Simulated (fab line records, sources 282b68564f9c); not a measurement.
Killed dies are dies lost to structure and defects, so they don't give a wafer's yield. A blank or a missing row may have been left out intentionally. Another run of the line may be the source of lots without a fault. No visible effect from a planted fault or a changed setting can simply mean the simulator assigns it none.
Problem report, 8D (eight disciplines) form, completed by code    flow rit_cmos    the parts of the form that need people (team, actions taken, sign-off) are left out

## 1. WHAT IS WRONG
Across 6 wafers from 2 lots, PLDD_TW at RIT_PLDD_TW_MEAS_10 averages 2634, while fault-free wafers read 2343 with a standard deviation of 20. Measured from the usual mean, that is +15 standard deviations.
Earliest sighting: wafer L916.2 on film_metro-03 at day 5 17:47. The record holds 42 wafers of 14 lots with a number at this step. Rule for "out" (also "out of limits"): further than 4 standard deviations from the usual mean. Any other wafer with a number is counted as sound.

## 2. WHAT IT IS, WHAT IT ISN'T
question                     is                      is not
which readings at this step  PLDD_TW                 -
which lots                   L916, L918              L902, L903, L906, L908, L911, L914, L917, L920, L921, L922, L923, L925
which wafers of those lots   all that have a number  -
read on which gauges         film_metro-03           film_metro-01, film_metro-02
when                         from day 5 17:47        up to then (18 sound wafers); but 18 sound wafers of L917, L920, L921, L922, L923, L925 came after

## 3. SUSPECTS, AND WHAT RULES EACH OUT
Counting: a tool stays on the suspect list if, at a process step up to the reading, it processed all lots that are out and no sound lot following the first of them.
- the gauge at RIT_PLDD_TW_MEAS_10 has been ruled out. All the wafers that are out were read on film_metro-03, but those of them that RIT_PLDD_IMPLANT_08 has rows for are out there too, on other tools.
- implanter-03 at RIT_PLDD_IMPLANT_08: kept. All lots that are out passed through it, beginning with L916 at day 5 17:29, and no sound lot followed; its final sound lot before that point was L911 at day 4 17:28. Its own dose_ions_cm2, faraday_current_uA readings are out on those wafers.
Remaining after the count: implanter-03 at RIT_PLDD_IMPLANT_08.

## 4. THE CAUSE (what the simulator had put in)
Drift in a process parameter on implanter-03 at RIT_PLDD_IMPLANT_08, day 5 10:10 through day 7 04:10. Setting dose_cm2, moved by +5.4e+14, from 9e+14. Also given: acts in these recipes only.
Only this tool survived the counting.

## 5. THE EFFECT CHAIN, in route order
Each row: a reading whose mean over the struck wafers that have a number lies more than 3 standard deviations from the usual. Scope: only readings with a usual standard deviation given in the record; hours: median across lots of the time from each lot's start at the first step in this table that gives one to its start at this step; sigmas: change in usual standard deviations.
hours  step                     reading                    usual         on struck wafers  change    sigmas
0      RIT_PLDD_IMPLANT_08      dose_ions_cm2              9e+14         1e+15             +5e+14    +99 or more
0      RIT_PLDD_IMPLANT_08      end_station_pressure_torr  7.3e-06 Torr  8.5e-06           +1.2e-06  +3.1
0      RIT_PLDD_IMPLANT_08      faraday_current_uA         2819          4472              +1654     +31
0      RIT_PLDD_TW_MEAS_10      PLDD_TW                    2343          2634              +291      +15
7      RIT_SDANNEAL_RS_MEAS_06  PLDD_RS                    178.5 ohm/sq  156.6             -21.9     -47
Here are the process steps it includes:
- RIT_PLDD_IMPLANT_08
At these later measuring or inspecting steps, every struck wafer for which the step has a row has a number for every such reading, and none has moved that far: RIT_SDANNEAL_RS_MEAS_05.

## 6. HOW IT WOULD HAVE BEEN CAUGHT EARLIER
8 hours passed between the start of the fault at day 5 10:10 and the first reading out of limits at a measuring or inspecting step in this record, taken at day 5 17:47.
Tool's own readings at RIT_PLDD_IMPLANT_08, dose_ions_cm2, faraday_current_uA: out on all struck wafers the step has rows for; an alarm limit on them would have tripped on the first.
L918, from the lots that are out (2), started RIT_PLDD_IMPLANT_08 on implanter-03 later than day 5 17:47. A tool hold placed at that time would have kept it from harm.
